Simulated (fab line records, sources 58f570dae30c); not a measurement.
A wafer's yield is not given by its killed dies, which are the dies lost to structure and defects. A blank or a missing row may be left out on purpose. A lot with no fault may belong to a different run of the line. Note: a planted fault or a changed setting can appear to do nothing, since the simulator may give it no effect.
Chamber matching :: flow berkeley_cmos170 :: UCB170_V2_CVD_00 on pecvd-03: 3 sister chambers
The step deposits SiO2 from TEOS/O2, target thk 2000 nm, time 250 s. 6 wafers are shown with their chamber, then 7 later ones without.

## WAFERS PAIRED WITH THEIR CHAMBERS
wafer: L248.1
chamber: 2
heater_power_w (W): 298

wafer: L252.1
chamber: 0
heater_power_w (W): 251

wafer: L252.3
chamber: 1
heater_power_w (W): 271

wafer: L252.5
chamber: 2
heater_power_w (W): 253

wafer: L254.1
chamber: 0
heater_power_w (W): 250

wafer: L254.3
chamber: 1
heater_power_w (W): 238

## WAFERS WITHOUT THEIR CHAMBER
wafer: L254.5
heater_power_w (W): 182

wafer: L259.3
heater_power_w (W): 261

wafer: L259.4
heater_power_w (W): 227

wafer: L259.6
heater_power_w (W): 179

wafer: L261.1
heater_power_w (W): 256

wafer: L261.4
heater_power_w (W): 183

wafer: L261.6
heater_power_w (W): 326

## WHICH CHAMBER EACH WENT THROUGH
wafer: L254.5
from the rows above: can't be placed: 0 or 1 or 2
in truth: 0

wafer: L259.3
from the rows above: can't be placed: 1 or 0 or 2
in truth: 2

wafer: L259.4
from the rows above: can't be placed: 0 or 1 or 2
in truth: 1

wafer: L259.6
from the rows above: can't be placed: 0 or 1 or 2
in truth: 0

wafer: L261.1
from the rows above: can't be placed: 1 or 0 or 2
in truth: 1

wafer: L261.4
from the rows above: can't be placed: 0 or 1 or 2
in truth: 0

wafer: L261.6
from the rows above: can't be placed: 2 or 1 or 0
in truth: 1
Correct placement for 0 of the 7. From these rows, 7 cannot be placed; in 7 the true chamber is one of the candidates. Placed wrongly: 0.
How it was worked out, from the rows above alone: a wafer's distance from a chamber is the root of the sum, over the readings, of the square of ((its reading less the chamber's mean) divided by the reading's scatter). The wafer belongs to the nearest chamber; if the next one is less than 2 further off, it can't be placed. A chamber's mean is the mean of its shown wafers. The scatter is the square root of a quotient: the sum, over the shown wafers, of each reading's squared deviation from its chamber's mean, divided by wafers minus chambers.
